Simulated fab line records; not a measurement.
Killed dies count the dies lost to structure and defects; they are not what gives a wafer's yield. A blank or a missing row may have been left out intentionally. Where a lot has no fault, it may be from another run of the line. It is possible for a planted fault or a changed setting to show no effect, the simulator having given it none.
A lot that was struck, set against a sound lot | flow berkeley cmos170 | 15 steps out of a route of 331
Sound: the wafers L119.3, L119.5, L119.6. Struck: wafer L141.4. (L141.3, L141.5 of the same lot were not struck and are left out.) The cause comes at the end.
Order at every step that has rows: each side's tool, ch and its chambers, its first start. Under that, the readings that differ: sound wafers | struck wafers | difference of the means | sigmas: that difference in standard deviations of wafers without a fault.
alike: words and numbers the same on both sides, and readings whose means are apart by under 2 such deviations; not compared: readings that were withheld, readings missing a value for some wafer, numbers with overlapping values and no deviation given by the record, and bounds like >300 which may hide the same value.
Wherever a step has rows on one side only, a row that says differs or no value, or a row with sigmas, the two part there. When numbers do not overlap yet have no deviation, they are printed without sigmas and do not part them. Lack of a reading on every wafer of one side parts them only where that side has two or more wafers.

UCB170_START_BOW_MEAS_00:
  struck on film metro-01, day 6 00:02; sound on film metro-04, day 1 10:02
  alike: INCOMING_BOW
then, 2 steps without rows for these wafers: UCB170_START_CLEAN_01 (cleans in dHF, time 60 s); UCB170_START_OXIDATION_02 (target thk 20 nm, ox time 1800 s).
UCB170_START_THK_MEAS_03:
  struck on film metro-01, day 6 04:16; sound on film metro-03, day 1 14:15
  reading              | sound          | struck | difference | sigmas
  START_OXIDE_THK (nm) | 20.3 19.9 20.2 | 19.5   | -0.6       | -2
then, 7 steps without rows for these wafers: UCB170_START_ANNEAL_04 (time 1200 s); UCB170_ZERO_HMDS_00 (prime time 60 s); UCB170_ZERO_COAT_01 (resist thk 900 nm); UCB170_ZERO_SOFTBAKE_02 (time 60 s); UCB170_ZERO_EXPOSE_03 (exposes mask PM MARKS, target cd 4000 nm); UCB170_ZERO_PEB_04; UCB170_ZERO_DEVELOP_05 (develop time 45 s).
UCB170_ZERO_ETCH_06: etches SiO2 in CHF3/CF4/Ar, time 12 s.
  sound on rie diel-04 ch 0,3, day 1 19:46; struck on rie diel-03 ch 0, day 6 07:25
  reading                     | sound       | struck | difference | sigmas
  drypump motor current A (A) | 6.2 6.2 6.3 | 5.1    | -1.1       | -3
  alike: CHF3_flow_sccm, oes product au, rf fwd power W, throttle valve pct
  not compared: rf hours counter h
UCB170_ZERO_STRIP_07: strips in O2.
  sound on plasma asher-01 ch 0,1, day 1 19:50; struck on plasma asher-04 ch 0, day 6 07:28
  reading                      | sound             | struck | difference | sigmas
  oes product au (a.u.)        | 0.733 0.731 0.726 | 0.720  | -0.010     | -2
  strip time to endpoint s (s) | 21.47 21.52 21.53 | 21.23  | -0.28      | -5
  alike: drypump motor current A
  not compared: rf hours counter h
then, 1 step without rows for these wafers: UCB170_NWELL_WET_ETCH_00 (etches SiO2 in dHF, time 200 s).
UCB170_M3_PROBE_99:
  rows exist in the record for the sound wafers here (prober-02, day 7 20:02), none for the struck ones

WHERE THEY PART
Last at UCB170_M3_PROBE_99 as far as this record goes, first at UCB170_START_THK_MEAS_03.

WHY: whatever the simulator had introduced
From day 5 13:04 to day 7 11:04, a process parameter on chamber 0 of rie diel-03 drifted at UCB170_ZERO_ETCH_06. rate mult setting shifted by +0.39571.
